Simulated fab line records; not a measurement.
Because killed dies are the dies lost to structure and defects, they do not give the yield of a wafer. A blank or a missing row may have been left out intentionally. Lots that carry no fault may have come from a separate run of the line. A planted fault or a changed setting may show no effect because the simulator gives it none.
fab line records	flow rit-cmos
record lots=6	wafers=18	last-day=8
route steps=202 shown NSD@138 PSD@142 SDANNEAL@153 M1@202
lots that met no fault: taken from a fault-free run of the same line
start-h: start of the lot's first displayed wafer, in hours after the record's first day	wait-h: how many hours have passed since the lot's step before this one	" unchanged from the row above	L1.1+2: several wafers, shown together as one row	- either no value or no given start	* or withheld: withheld	< > ~ a bound
route shown NAME@n: a module of which the file shows steps, and the number in the route of the first	usual: mean and standard deviation over wafers with no fault	same: alike in all rows	chamber/n: place in a boat	sites: the reading at each site	_std_site: standard deviation across them	_edge_site: outer sites' mean less inner sites'	radius-mm: how far each site lies from the wafer's centre	mask NAME#n: copy n	behind: the most recent tool/chamber to have shaped the wafer	hold: cause of the lot's hold/its duration in hours/its outcome	device: the n, p or np transistor that did not switch	end of line: the same wafers' tests at the end of the route	a step with no rows: only its recipe	killed: not the wafer's yield, but the dies lost to structure and defects at the first sort	map: per-die view of a wafer (x killed, . not killed, _ where there is no die)
set.NAME: the run value of the setting; set.NAME@STEP: its run value at that earlier step	model.NAME: the simulator's own value behind a step, which no gauge read
lots at selected steps of the route; one table per step, one row per wafer
services: when a tool's chamber went out of use (start-h, in hours from the record's first day, below 0 if earlier), for how many hours, and the reason
## steps
# step RIT_NSD_HARDBAKE_07
# recipe resist=NOVOLAK	temp-c=140	time-s=60
# step RIT_NSD_IMPLANT_08
# recipe species=P	energy-kev=25	dose-cm2=1e+15	tilt-deg=7
# step RIT_NSD_STRIP_09
# recipe chemistry=O2	time-s=180	resist=NOVOLAK	platen-temp-c=withheld	power-w=500	pressure-mtorr=4000	o2-flow-sccm=4000
# usual drypump-motor-current-A=5.61/0.2
lot.wafer	tool	chamber	start-h	wait-h	drypump-motor-current-A	rf-hours-counter-h
L958.2	plasma-asher-04	1	61.97	0.1	5.40	43
L958.4	"	0	"	"	5.78	-
L958.5	"	0	"	"	5.76	-
L959.1	plasma-asher-02	1	65.19	0.1	5.46	41
L959.3	"	1	"	"	5.49	-
L959.5	"	1	"	"	5.47	-
L960.2	plasma-asher-02	0	72.87	0.1	5.92	42
L960.3	"	0	"	"	5.88	-
L960.4	"	1	"	"	5.48	-
L970.3	plasma-asher-01	0	127.15	0.1	5.41	-
L970.5	"	1	"	"	5.85	-
L970.6	"	0	"	"	5.45	-
L975.1	plasma-asher-04	0	169.64	0.1	5.78	53
L975.5	"	0	"	"	5.75	-
L975.6	"	1	"	"	5.40	-
L978.4	plasma-asher-01	0	184.38	0.1	5.38	-
L978.5	"	1	"	"	5.83	-
L978.6	"	0	"	"	5.41	-
# step RIT_NSD_TW_MEAS_10
# usual NSD_TW=3147/35
lot.wafer	tool	chamber	start-h	wait-h	NSD_TW
L958.2	film-metro-02	-	62.15	0.1	3135
L958.4	"	-	"	"	3133
L958.5	"	-	"	"	3128
L959.1	film-metro-02	-	65.36	0.1	3135
L959.3	"	-	"	"	3133
L959.5	"	-	"	"	3134
L960.2	film-metro-02	-	73.06	0.1	3141
L960.3	"	-	"	"	3142
L960.4	"	-	"	"	3137
L970.3	film-metro-03	-	127.28	0.1	3185
L970.5	"	-	"	"	3171
L970.6	"	-	"	"	3193
L975.1	film-metro-03	-	169.81	0.1	3176
L975.5	"	-	"	"	3184
L975.6	"	-	"	"	3194
L978.4	film-metro-01	-	184.53	0.1	3118
L978.5	"	-	"	"	3126
L978.6	"	-	"	"	3118
# step RIT_PSD_HMDS_00
# recipe prime-time-s=60	prime-temp-c=140
# step RIT_PSD_COAT_01
# recipe resist=NOVOLAK	spin-rpm=3250	resist-thk-nm=1000
# step RIT_PSD_SOFTBAKE_02
# recipe resist=NOVOLAK	temp-c=90	time-s=60
# step RIT_PSD_EXPOSE_03
# recipe mask-id=M10	na=0.57	target-cd-nm=40900	dose-mj=250
# step RIT_PSD_PEB_04
# recipe resist=NOVOLAK	temp-c=withheld	time-s=withheld
# step RIT_PSD_DEVELOP_05
# recipe resist=NOVOLAK	develop-time-s=50	dev-temp-c=23
# step RIT_PSD_OVL_MEAS_06
# usual PSD_OVL=-0.5/1.4
lot.wafer	tool	chamber	start-h	wait-h	PSD_OVL[nm]
L958.2	overlay-01	-	63.06	-	-3.1
L958.4	"	-	"	"	-2.1
L958.5	"	-	"	"	-1.1
L959.1	overlay-02	-	66.50	-	0.5
L959.3	"	-	"	"	-1.0
L959.5	"	-	"	"	0.9
L960.2	overlay-01	-	73.96	-	-1.7
L960.3	"	-	"	"	-0.7
L960.4	"	-	"	"	-2.1
L970.3	overlay-01	-	128.31	-	-3.6
L970.5	"	-	"	"	-4.1
L970.6	"	-	"	"	-2.3
L975.1	overlay-02	-	171.17	-	-1.2
L975.5	"	-	"	"	1.1
L975.6	"	-	"	"	0.1
L978.4	overlay-01	-	185.81	-	-1.2
L978.5	"	-	"	"	-1.4
L978.6	"	-	"	"	-1.4
# step RIT_PSD_HARDBAKE_07
# recipe resist=NOVOLAK	temp-c=140	time-s=60
# step RIT_PSD_IMPLANT_08
# recipe species=BF2	energy-kev=27	dose-cm2=5e+15	tilt-deg=7
# usual beam-energy-keV=27.000/0.0084
lot.wafer	tool	chamber	start-h	wait-h	beam-energy-keV	model.implant.rp-nm	model.implant.drp-nm
L958.2	implanter-04	0	63.26	0.1	21.558	18.27	10.28
L958.4	"	0	"	"	21.569	18.27	10.28
L958.5	"	0	"	"	21.566	18.27	10.28
L959.1	implanter-04	0	66.81	0.1	21.545	18.55	10.28
L959.3	"	0	"	"	21.556	18.55	10.28
L959.5	"	0	"	"	21.546	18.55	10.28
L960.2	implanter-02	0	74.17	0.1	26.999	22.02	12.05
L960.3	"	0	"	"	27.005	22.02	12.05
L960.4	"	0	"	"	27.005	22.02	12.05
L970.3	implanter-03	0	128.53	0.1	27.000	22.53	12.05
L970.5	"	0	"	"	27.008	22.53	12.05
L970.6	"	0	"	"	27.009	22.53	12.05
L975.1	implanter-02	0	171.60	0.1	26.991	22.19	12.05
L975.5	"	0	"	"	27.010	22.19	12.05
L975.6	"	0	"	"	26.997	22.19	12.05
L978.4	implanter-04	0	186.16	0.1	26.990	22.21	12.05
L978.5	"	0	"	"	26.994	22.21	12.05
L978.6	"	0	"	"	27.002	22.21	12.05
# step RIT_PSD_STRIP_09
# recipe chemistry=O2	time-s=180	resist=NOVOLAK	platen-temp-c=withheld	power-w=500	pressure-mtorr=4000	o2-flow-sccm=4000
# usual drypump-motor-current-A=5.8/0.42
lot.wafer	tool	chamber	start-h	wait-h	drypump-motor-current-A	rf-hours-counter-h
L958.2	plasma-asher-01	1	63.39	0.1	5.8	26
L958.4	"	1	"	"	5.8	-
L958.5	"	0	"	"	5.4	-
L959.1	plasma-asher-04	0	66.96	0.1	5.8	43
L959.3	"	0	"	"	5.8	-
L959.5	"	0	"	"	5.8	-
L960.2	plasma-asher-01	0	74.29	0.1	5.4	27
L960.3	"	0	"	"	5.4	-
L960.4	"	1	"	"	5.8	-
L970.3	plasma-asher-01	1	128.69	0.1	5.8	-
L970.5	"	1	"	"	5.8	-
L970.6	"	0	"	"	5.4	-
L975.1	plasma-asher-03	1	171.75	0.1	6.8	52
L975.5	"	1	"	"	6.8	-
L975.6	"	0	"	"	6.0	-
L978.4	plasma-asher-01	0	186.29	0.1	5.4	-
L978.5	"	0	"	"	5.4	-
L978.6	"	1	"	"	5.9	-
# step RIT_PSD_TW_MEAS_10
# usual PSD_TW=3453/36
lot.wafer	tool	chamber	start-h	wait-h	PSD_TW
L958.2	film-metro-03	-	63.57	0.1	3327
L958.4	"	-	"	"	3323
L958.5	"	-	"	"	3318
L959.1	film-metro-02	-	67.13	0.1	3248
L959.3	"	-	"	"	3244
L959.5	"	-	"	"	3266
L960.2	film-metro-02	-	74.48	0.1	3433
L960.3	"	-	"	"	3443
L960.4	"	-	"	"	3454
L970.3	film-metro-02	-	128.83	0.1	3431
L970.5	"	-	"	"	3441
L970.6	"	-	"	"	3426
L975.1	film-metro-01	-	171.93	0.1	3420
L975.5	"	-	"	"	3418
L975.6	"	-	"	"	3410
L978.4	film-metro-03	-	186.44	0.1	3507
L978.5	"	-	"	"	3508
L978.6	"	-	"	"	3518
# step RIT_SDANNEAL_CLEAN_00
# recipe chemistry=SC1	mix=3:3:50	time-s=600	temp-c=75
# step RIT_SDANNEAL_CLEAN_01
# recipe chemistry=dHF	dilution=50:1	time-s=30
# step RIT_SDANNEAL_CLEAN_02
# recipe chemistry=SC2	mix=3:3:50	time-s=600	temp-c=75	dry=n2-spin
# step RIT_SDANNEAL_RTA_03
# recipe temp-c=1050	time-s=5	idle-temp-c=600	ramp-up-c-per-s=342	ramp-down-c-per-s=171	cool-to-c=600	ambient=N2
# usual wafer_temp_C_max=1053.5/1.2
lot.wafer	tool	chamber	start-h	wait-h	wafer_temp_C_max
L958.2	rtp-anneal-02	0	64.00	0.0	1052.3
L958.4	"	0	"	"	1054.0
L958.5	"	0	"	"	1055.8
L959.1	rtp-anneal-01	0	67.56	0.0	1053.1
L959.3	"	0	"	"	1055.1
L959.5	"	0	"	"	1054.4
L960.2	rtp-anneal-02	0	74.90	0.0	1054.8
L960.3	"	0	"	"	1053.4
L960.4	"	0	"	"	1053.7
L970.3	rtp-anneal-02	0	129.26	0.0	1054.7
L970.5	"	0	"	"	1052.6
L970.6	"	0	"	"	1052.2
L975.1	rtp-anneal-01	0	172.36	0.0	1053.7
L975.5	"	0	"	"	1052.6
L975.6	"	0	"	"	1052.9
L978.4	rtp-anneal-01	0	186.93	0.0	1053.8
L978.5	"	0	"	"	1053.4
L978.6	"	0	"	"	1054.7
# step RIT_SDANNEAL_RS_MEAS_04
# recipe thk-meas-gauge=four-point-probe
# usual PSD_RS=115.76/0.29
lot.wafer	tool	chamber	start-h	wait-h	PSD_RS[ohm/sq]
L958.2	film-metro-03	-	64.07	0.1	129.79
L958.4	"	-	"	"	129.69
L958.5	"	-	"	"	129.81
L959.1	film-metro-02	-	67.62	0.0	130.00
L959.3	"	-	"	"	129.44
L959.5	"	-	"	"	129.83
L960.2	film-metro-01	-	74.97	0.1	115.63
L960.3	"	-	"	"	115.73
L960.4	"	-	"	"	115.70
L970.3	film-metro-01	-	129.34	0.1	115.80
L970.5	"	-	"	"	115.67
L970.6	"	-	"	"	115.76
L975.1	film-metro-03	-	172.41	0.0	115.89
L975.5	"	-	"	"	116.07
L975.6	"	-	"	"	116.00
L978.4	film-metro-02	-	187.02	0.1	115.91
L978.5	"	-	"	"	115.86
L978.6	"	-	"	"	116.10
# step RIT_SDANNEAL_RS_MEAS_05
# recipe thk-meas-gauge=four-point-probe
# usual NSD_RS=84.54/0.28
lot.wafer	tool	chamber	start-h	wait-h	NSD_RS[ohm/sq]
L958.2	film-metro-03	-	64.19	0.1	84.81
L958.4	"	-	"	"	84.50
L958.5	"	-	"	"	84.52
L959.1	film-metro-02	-	67.74	0.1	83.81
L959.3	"	-	"	"	84.20
L959.5	"	-	"	"	83.99
L960.2	film-metro-01	-	75.09	0.1	84.68
L960.3	"	-	"	"	84.25
L960.4	"	-	"	"	84.51
L970.3	film-metro-01	-	129.46	0.1	84.87
L970.5	"	-	"	"	85.15
L970.6	"	-	"	"	84.92
L975.1	film-metro-03	-	172.53	0.1	84.94
L975.5	"	-	"	"	84.88
L975.6	"	-	"	"	84.67
L978.4	film-metro-02	-	187.14	0.1	84.57
L978.5	"	-	"	"	84.79
L978.6	"	-	"	"	84.51
# step RIT_M1_PROBE_99
# usual killed_at_M0_to_M3=0.0/0.14	killed-at-contacts=0.1/0.3	killed-at-front-end=7/3.1	killed-dies=7/3.1	killed-open=3.8/2.3	killed-short=3.2/1.9
# same gross-dies=264	killed_at_M4_up=0	killed-at-back-side=0	killed-at-other=0
lot.wafer	tool	chamber	start-h	wait-h	killed_at_M0_to_M3	killed-at-contacts	killed-at-front-end	killed-dies	killed-open	killed-short	model.etest.contact-pplus.end-ohm-um	model.etest.diode-pplus-nwell.bv-v	model.etest.vpnp.gain	model.etest.diode-pplus-nwell.cj-ff-um2	model.etest.diode-pplus-comb.cj-ff-um2	model.etest.pmos_0p15.junction-log10-a-um	model.etest.pmos_0p15.bv-v	model.etest.pmos_0p3.bv-v
L958.2	prober-01	-	71.57	0.1	0	0	8	8	4	4	54.28	6.389	0.8871	1.816	2.124	-13.6	5.605	5.605
L958.4	prober-01	-	71.67	0.2	1	0	10	11	5	6	55.63	6.332	0.8787	1.829	2.131	-13.57	5.581	5.581
L958.5	prober-01	-	71.72	0.2	0	0	6	6	1	5	54.59	6.399	0.8895	1.806	2.119	-13.67	5.584	5.583
L959.1	prober-02	-	75.48	0.1	0	0	5	5	3	2	55.23	6.182	0.8471	1.876	2.122	-13.71	5.583	5.583
L959.3	prober-02	-	75.58	0.2	0	0	4	4	2	2	54.4	6.3	0.9023	1.83	2.105	-13.84	5.63	5.629
L959.5	prober-02	-	75.68	0.2	0	0	3	3	1	2	53.95	6.254	0.8733	1.87	2.103	-13.64	5.609	5.609
L960.2	prober-01	-	82.81	0.1	0	0	6	6	4	2	44.05	6.62	1.038	1.692	2.011	-13.83	5.693	5.694
L960.3	prober-01	-	82.86	0.2	0	1	2	3	2	1	43.37	6.722	1.052	1.683	2.001	-13.85	5.7	5.699
L960.4	prober-01	-	82.91	0.2	0	0	5	5	3	2	43.85	6.61	1.04	1.692	2	-13.78	5.742	5.742
L970.3	prober-01	-	137.50	0.2	0	0	7	7	4	3	42.77	6.714	1.086	1.65	1.979	-13.75	5.682	5.681
L970.5	prober-01	-	137.60	0.2	0	0	3	3	2	1	44.4	6.653	1.069	1.692	1.988	-13.79	5.65	5.649
L970.6	prober-01	-	137.65	0.2	0	0	5	5	3	2	42.8	6.623	1.076	1.682	1.988	-13.84	5.646	5.645
L975.1	prober-01	-	181.89	0.1	0	0	8	8	4	4	43.1	6.602	1.037	1.697	1.99	-13.84	5.627	5.626
L975.5	prober-01	-	182.09	0.2	0	0	1	1	0	1	42.11	6.716	1.082	1.673	1.994	-13.73	5.659	5.657
L975.6	prober-01	-	182.14	0.2	0	0	6	6	3	3	45.07	6.628	1.012	1.708	2.004	-13.82	5.662	5.661
L978.4	prober-01	-	195.99	0.2	1	0	8	9	3	6	43.73	6.609	1.048	1.698	1.984	-13.75	5.619	5.619
L978.5	prober-01	-	196.04	0.2	0	0	12	12	6	6	42.18	6.544	1.053	1.699	1.999	-13.65	5.62	5.619
L978.6	prober-01	-	196.09	0.2	0	0	3	3	2	1	43.41	6.73	1.097	1.663	1.981	-13.91	5.665	5.663
# killed by level:class
L958.2 GATE:geometric-particle:short=4 GATE:geometric-particle:open=2 FOX1:geometric-particle:open=1 SILICIDE:geometric-particle:open=1
L958.4 FOX1:geometric-particle:short=3 GATE:geometric-particle:open=2 FOX1:geometric-particle:open=1 FOX2:geometric-particle:open=1 GATE:geometric-particle:short=1 SPACER:geometric-particle:short=1 SILICIDE:geometric-particle:open=1 M1:geometric-particle:short=1
L958.5 REOX:geometric-particle:short=2 FOX2:geometric-particle:short=1 GATE:geometric-particle:short=1 REOX:geometric-particle:open=1 SPACER:geometric-particle:short=1
L959.1 GATE:geometric-particle:open=2 FOX1:geometric-particle:short=1 SPACER:geometric-particle:short=1 SILICIDE:geometric-particle:open=1
L959.3 FOX2:geometric-particle:short=1 GATE:geometric-particle:open=1 REOX:geometric-particle:short=1 SILICIDE:geometric-particle:open=1
L959.5 REOX:geometric-particle:short=1 SPACER:geometric-particle:short=1 SILICIDE:geometric-particle:open=1
L960.2 GATE:geometric-particle:open=2 FOX1:geometric-particle:open=1 GATE:geometric-particle:short=1 REOX:geometric-particle:short=1 SPACER:geometric-particle:open=1
L960.3 GATE:geometric-particle:open=1 REOX:geometric-particle:short=1 CONTACT:geometric-particle:open=1
L960.4 ACTIVE:geometric-particle:open=1 GATE:geometric-particle:open=1 GATE:geometric-particle:short=1 SPACER:geometric-particle:open=1 SPACER:geometric-particle:short=1
L970.3 GATE:geometric-particle:open=3 FOX1:geometric-particle:short=1 FOX2:geometric-particle:short=1 GATE:geometric-particle:short=1 REOX:geometric-particle:open=1
L970.5 FOX1:geometric-particle:open=1 SPACER:geometric-particle:short=1 SILICIDE:geometric-particle:open=1
L970.6 FOX1:geometric-particle:open=1 FOX2:geometric-particle:open=1 GATE:geometric-particle:open=1 REOX:geometric-particle:short=1 SPACER:geometric-particle:short=1
L975.1 GATE:geometric-particle:open=4 REOX:geometric-particle:short=3 GATE:geometric-particle:short=1
L975.5 GATE:geometric-particle:short=1
L975.6 REOX:geometric-particle:open=2 FOX1:geometric-particle:short=1 FOX2:geometric-particle:short=1 GATE:geometric-particle:open=1 REOX:geometric-particle:short=1
L978.4 GATE:geometric-particle:short=2 FOX1:geometric-particle:open=1 FOX1:geometric-particle:short=1 GATE:geometric-particle:open=1 REOX:geometric-particle:short=1 SPACER:geometric-particle:short=1 SPACER:geometric-particle:open=1 M1:geometric-particle:short=1
L978.5 GATE:geometric-particle:short=5 REOX:geometric-particle:open=2 SPACER:geometric-particle:open=2 FOX2:geometric-particle:short=1 GATE:geometric-particle:open=1 SILICIDE:geometric-particle:open=1
L978.6 GATE:geometric-particle:open=2 SPACER:geometric-particle:short=1
## services
tool	chamber	start-h	hours	kind
implanter-02	-	66.75	1.5	repair
plasma-asher-02	-	74.68	1.6	repair
plasma-asher-02	-	108.75	9.0	pm
plasma-asher-02	0	108.75	9.0	vent-cycle
plasma-asher-02	1	108.75	9.0	vent-cycle
implanter-02	-	111.70	21.1	pm
plasma-asher-02	0	117.75	-	clean
plasma-asher-02	1	117.75	-	clean
implanter-02	-	132.78	2.1	pm
implanter-04	-	135.05	1.9	repair
implanter-03	-	155.03	2.2	repair
rtp-anneal-01	-	163.65	5.1	pm
plasma-asher-01	-	169.32	2.1	repair
implanter-03	-	174.37	1.2	repair
## key
first-sign step=RIT_PSD_IMPLANT_08	reading=beam-energy-keV	direction=down	sigmas=99+	usual=27.000	struck=21.557
effect step=RIT_PSD_TW_MEAS_10	reading=PSD_TW	direction=down	sigmas=4.6	usual=3453	struck=3288
effect step=RIT_SDANNEAL_RS_MEAS_04	reading=PSD_RS	direction=up	sigmas=48	usual=115.76	struck=129.76
model-effect step=RIT_PSD_IMPLANT_08	value=implant.rp-nm	without=22.04	struck=18.41
model-effect step=RIT_M1_PROBE_99	value=etest.contact-pplus.end-ohm-um	without=44.02	struck=54.68
met-at RIT_PSD_IMPLANT_08
struck-wafers L958.2,L958.4,L958.5,L959.1,L959.3,L959.5
tester-left-out L958,L959
fault kind=process-parameter-drift	tool=implanter-04	chamber=-	onset-h=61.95	steps=RIT_PSD_IMPLANT_08	channel=energy-kev	offset=-5.4379	shape=step	end-h=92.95	acts-in=these-recipes-only	stated=27
# tester-left-out: of these lots the tester's yield and bins aren't shown, on N5 and GAA mostly nor the transistor test; their killed dies are dies lost to structure and defects alone, not to doping, threshold or leakage, so they don't give the yield
